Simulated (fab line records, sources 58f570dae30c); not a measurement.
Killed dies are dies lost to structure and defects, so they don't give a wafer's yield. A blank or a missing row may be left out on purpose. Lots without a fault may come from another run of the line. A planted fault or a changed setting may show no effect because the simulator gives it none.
fab line records | flow berkeley_cmos170 | part 2 of 2: steps 33 to 43 of 43
record lots=5 wafers=15 last_day=13
route steps=331 shown NLDD@161 SPACER@171 PSD@175 NSD@187 BACKSIDE@199
lots that met no fault: from a run of the same line without faults
start_h: hours from the record's first day to the start of the lot's first wafer shown | wait_h: hours since the lot's step before | " the same as in the row above | L1.1+2: a row that stands for several wafers | - no value, or no start given | * or withheld: withheld | < > ~ a bound
route shown NAME@n: a module of which the file shows steps, and the number in the route of the first | usual: mean/standard deviation of fault-free wafers | same: alike in all rows | chamber/n: place in a boat | sites: the reading at each site | _std_site: their standard deviation | _edge_site: outer sites' mean less inner sites' | radius_mm: how far each site lies from the wafer's centre | mask NAME#n: copy n | behind: the tool/chamber that last shaped the wafer | hold: why the lot was held/for how many hours/how that ended | device: the transistor (n, p or np) that didn't switch | end of line: the same wafers' tests at the end of the route | a step without rows: its recipe alone | killed: dies lost to structure and defects at the first sort, not the wafer's yield | map: a wafer's dies, x killed, . not, _ none there
set.NAME: the setting as run; set.NAME@STEP: as run at that earlier step | model.NAME: the simulator's own value behind a step, which no gauge read
lots at some steps of the route; a table a step, a row a wafer
services: from which hour (start_h, from the record's first day; less than 0 if before it) a tool's chamber was out of use, for how many hours, and why
## steps
# step UCB170_NSD_CD_MEAS_06
# recipe target_cd_nm=1200
# usual cd_nm=1199.6/1.2
# columns lot.wafer tool chamber start_h wait_h cd_nm
L080.1 cd_sem-01 - 184.62 - 1200.4
L080.4 " - " " 1198.9
L080.5 " - " " 1201.0
L081.1 cd_sem-01 - 198.45 - 1199.8
L081.2 " - " " 1199.3
L081.4 " - " " 1198.7
L085.1 cd_sem-01 - 229.97 - 1197.3
L085.3 " - " " 1199.1
L085.6 " - " " 1199.8
L089.2 cd_sem-01 - 246.45 - 1200.0
L089.4 " - " " 1199.7
L089.5 " - " " 1199.1
L094.2 cd_sem-02 - 284.69 - 1196.3
L094.3 " - " " 1195.8
L094.6 " - " " 1196.9
# step UCB170_NSD_OVL_MEAS_07
# usual NSD_OVL=-1/5.5
# columns lot.wafer tool chamber start_h wait_h NSD_OVL[nm]
L080.1 overlay-02 - 184.74 0.1 -4
L080.4 " - " " -12
L080.5 " - " " -10
L081.1 overlay-01 - 198.57 0.1 -11
L081.2 " - " " -2
L081.4 " - " " 1
L085.1 overlay-02 - 230.09 0.1 -1
L085.3 " - " " -2
L085.6 " - " " -8
L089.2 overlay-02 - 246.55 0.1 3
L089.4 " - " " 4
L089.5 " - " " 4
L094.2 overlay-02 - 284.79 0.1 -13
L094.3 " - " " 0
L094.6 " - " " -9
# step UCB170_NSD_IMPLANT_08
# recipe species=P dose_cm2=3e+15 energy_kev=40 tilt_deg=7
# usual dose_ions_cm2=3e+15/3.1e+12
# columns lot.wafer tool chamber start_h wait_h dose_ions_cm2
L080.1 implanter-04 0 184.77 0.0 2.997e+15
L080.4 " 0 " " 3e+15
L080.5 " 0 " " 3.001e+15
L081.1 implanter-04 0 198.60 0.0 3.003e+15
L081.2 " 0 " " 2.998e+15
L081.4 " 0 " " 3e+15
L085.1 implanter-03 0 230.13 0.0 2.997e+15
L085.3 " 0 " " 3.003e+15
L085.6 " 0 " " 3e+15
L089.2 implanter-04 0 246.61 0.0 2.998e+15
L089.4 " 0 " " 2.999e+15
L089.5 " 0 " " 3.005e+15
L094.2 implanter-04 0 284.85 0.0 3.004e+15
L094.3 " 0 " " 3.003e+15
L094.6 " 0 " " 3.003e+15
# step UCB170_NSD_STRIP_09
# recipe chemistry=O2 power_w=400 pressure_mtorr=3500 platen_temp_c=withheld o2_flow_sccm=400 overash_fraction=0.5
# usual drypump_motor_current_A=5.7/0.37 oes_product_au=0.534/0.0045 strip_time_to_endpoint_s=35.83/0.089
# columns lot.wafer tool chamber start_h wait_h drypump_motor_current_A oes_product_au rf_hours_counter_h strip_time_to_endpoint_s
L080.1 plasma_asher-01 1 184.92 0.1 6.1 0.532 47 35.79
L080.4 " 1 " " 6.1 0.529 - 35.84
L080.5 " 1 " " 6.1 0.528 - 35.79
L081.1 plasma_asher-01 1 198.75 0.1 6.1 0.517 49 35.76
L081.2 " 0 " " 5.3 0.539 49 35.80
L081.4 " 1 " " 6.2 0.531 - 35.76
L085.1 plasma_asher-02 0 230.28 0.1 6.1 0.537 51 35.88
L085.3 " 1 " " 5.2 0.534 - 35.86
L085.6 " 1 " " 5.2 0.532 - 35.82
L089.2 plasma_asher-01 0 246.73 0.1 5.3 0.542 54 35.76
L089.4 " 1 " " 6.2 0.540 - 35.72
L089.5 " 1 " " 6.1 0.521 - 35.71
L094.2 plasma_asher-02 0 284.97 0.1 6.1 0.538 56 35.88
L094.3 " 1 " " 5.2 0.531 - 35.87
L094.6 " 0 " " 6.1 0.539 - 35.92
# step UCB170_NSD_TW_MEAS_10
# usual NSD_TW=4205/54
# columns lot.wafer tool chamber start_h wait_h NSD_TW
L080.1 film_metro-04 - 185.02 0.1 4249
L080.4 " - " " 4274
L080.5 " - " " 4264
L081.1 film_metro-01 - 198.85 0.1 4153
L081.2 " - " " 4128
L081.4 " - " " 4110
L085.1 film_metro-02 - 230.38 0.1 4149
L085.3 " - " " 4176
L085.6 " - " " 4162
L089.2 film_metro-04 - 246.84 0.1 4267
L089.4 " - " " 4277
L089.5 " - " " 4287
L094.2 film_metro-04 - 285.08 0.1 4254
L094.3 " - " " 4256
L094.6 " - " " 4233
# step UCB170_NSD_CLEAN_11
# recipe chemistry=SPM temp_c=120 time_s=600
# columns lot.wafer tool chamber start_h wait_h
L080.1+4+5 wet_bench-02 3 185.56 0.5
L081.1+2+4 wet_bench-02 0 198.91 0.1
L085.1+3+6 wet_bench-01 0 230.44 0.1
L089.2+4+5 wet_bench-01 0 246.89 0.0
L094.2+3+6 wet_bench-01 3 285.26 0.2
# step UCB170_BACKSIDE_HMDS_00
# recipe prime_time_s=60 prime_temp_c=100
# columns lot.wafer tool chamber start_h wait_h
L080.1+4+5 litho_track-01 0 185.98 0.2
L081.1+2+4 litho_track-04 0 199.27 0.2
L085.1+3+6 litho_track-03 0 230.62 0.0
L089.2+4+5 litho_track-04 0 247.09 0.0
L094.2+3+6 litho_track-04 0 286.01 0.6
# step UCB170_BACKSIDE_COAT_01
# recipe resist=KrF spin_rpm=1500 resist_thk_nm=900
# columns lot.wafer tool chamber start_h wait_h
L080.1+4+5 litho_track-01 0 186.13 0.1
L081.1+2+4 litho_track-04 0 199.42 0.1
L085.1+3+6 litho_track-03 0 230.77 0.1
L089.2+4+5 litho_track-04 0 247.24 0.1
L094.2+3+6 litho_track-04 0 286.16 0.1
# step UCB170_BACKSIDE_SOFTBAKE_02
# recipe resist=KrF temp_c=130 time_s=60
# columns lot.wafer tool chamber start_h wait_h
L080.1+4+5 litho_track-01 0 186.28 0.1
L081.1+2+4 litho_track-04 0 199.57 0.1
L085.1+3+6 litho_track-03 0 230.92 0.1
L089.2+4+5 litho_track-04 0 247.39 0.1
L094.2+3+6 litho_track-04 0 286.31 0.1
# step UCB170_BACKSIDE_STRIP_03
# recipe chemistry=O2 power_w=400 pressure_mtorr=3500 platen_temp_c=withheld o2_flow_sccm=400 overash_fraction=0.5
# usual drypump_motor_current_A=5.4/0.37 oes_product_au=0.735/0.0047 strip_time_to_endpoint_s=21.96/0.066
# columns lot.wafer tool chamber start_h wait_h drypump_motor_current_A oes_product_au rf_hours_counter_h strip_time_to_endpoint_s
L080.1 plasma_asher-03 1 186.43 0.1 5.6 0.735 38 22.10
L080.4 " 1 " " 5.6 0.732 - 22.06
L080.5 " 0 " " 5.9 0.740 - 22.09
L081.1 plasma_asher-04 0 199.72 0.1 5.0 0.740 9 22.04
L081.2 " 1 " " 5.2 0.735 9 21.94
L081.4 " 1 " " 5.2 0.742 - 21.97
L085.1 plasma_asher-04 1 231.07 0.1 5.2 0.740 12 21.99
L085.3 " 1 " " 5.2 0.730 - 21.92
L085.6 " 1 " " 5.2 0.741 - 22.06
L089.2 plasma_asher-04 1 247.52 0.1 5.3 0.734 14 22.02
L089.4 " 1 " " 5.3 0.729 - 21.96
L089.5 " 0 " " 5.0 0.739 - 22.06
L094.2 plasma_asher-03 0 286.43 0.1 5.8 0.740 48 21.87
L094.3 " 0 " " 5.8 0.736 - 21.90
L094.6 " 0 " " 5.8 0.734 - 21.89
# step UCB170_BACKSIDE_CLEAN_04
# recipe chemistry=SPM temp_c=120 time_s=600
# columns lot.wafer tool chamber start_h wait_h
L080.1+4+5 wet_bench-03 0 186.53 0.1
L081.1+2+4 wet_bench-03 1 199.82 0.1
L085.1+3+6 wet_bench-01 2 231.17 0.1
L089.2+4+5 wet_bench-01 0 247.62 0.1
L094.2+3+6 wet_bench-01 0 286.53 0.1
## services
# columns tool chamber start_h hours kind
krf_scanner-01 - 149.39 1.2 repair
implanter-02 - 150.71 1.6 repair
krf_scanner-02 - 155.20 0.8 pm
krf_scanner-02 - 159.15 1.3 pm
krf_scanner-02 - 166.28 3.6 pm
rie_diel-03 3 169.44 1.8 repair
implanter-03 - 172.09 14.6 repair
implanter-03 - 197.11 13.0 repair
pecvd-04 - 211.91 2.9 repair
rie_diel-03 3 216.54 2.3 repair
krf_scanner-01 - 218.71 4.0 pm
krf_scanner-01 - 224.25 1.3 pm
krf_scanner-01 - 226.46 0.8 repair
krf_scanner-01 - 231.96 0.8 pm
furnace-01 - 232.17 3.1 pm
furnace-01 - 235.26 3.7 pm
implanter-02 - 235.61 3.0 pm
rie_diel-04 1 256.79 1.6 repair
furnace-01 - 259.27 3.0 pm
krf_scanner-02 - 260.22 7.1 repair
implanter-04 - 270.46 3.6 repair
pecvd-04 2 270.87 15.7 repair
rie_diel-03 0 272.37 9.8 repair
implanter-02 - 275.05 2.1 repair
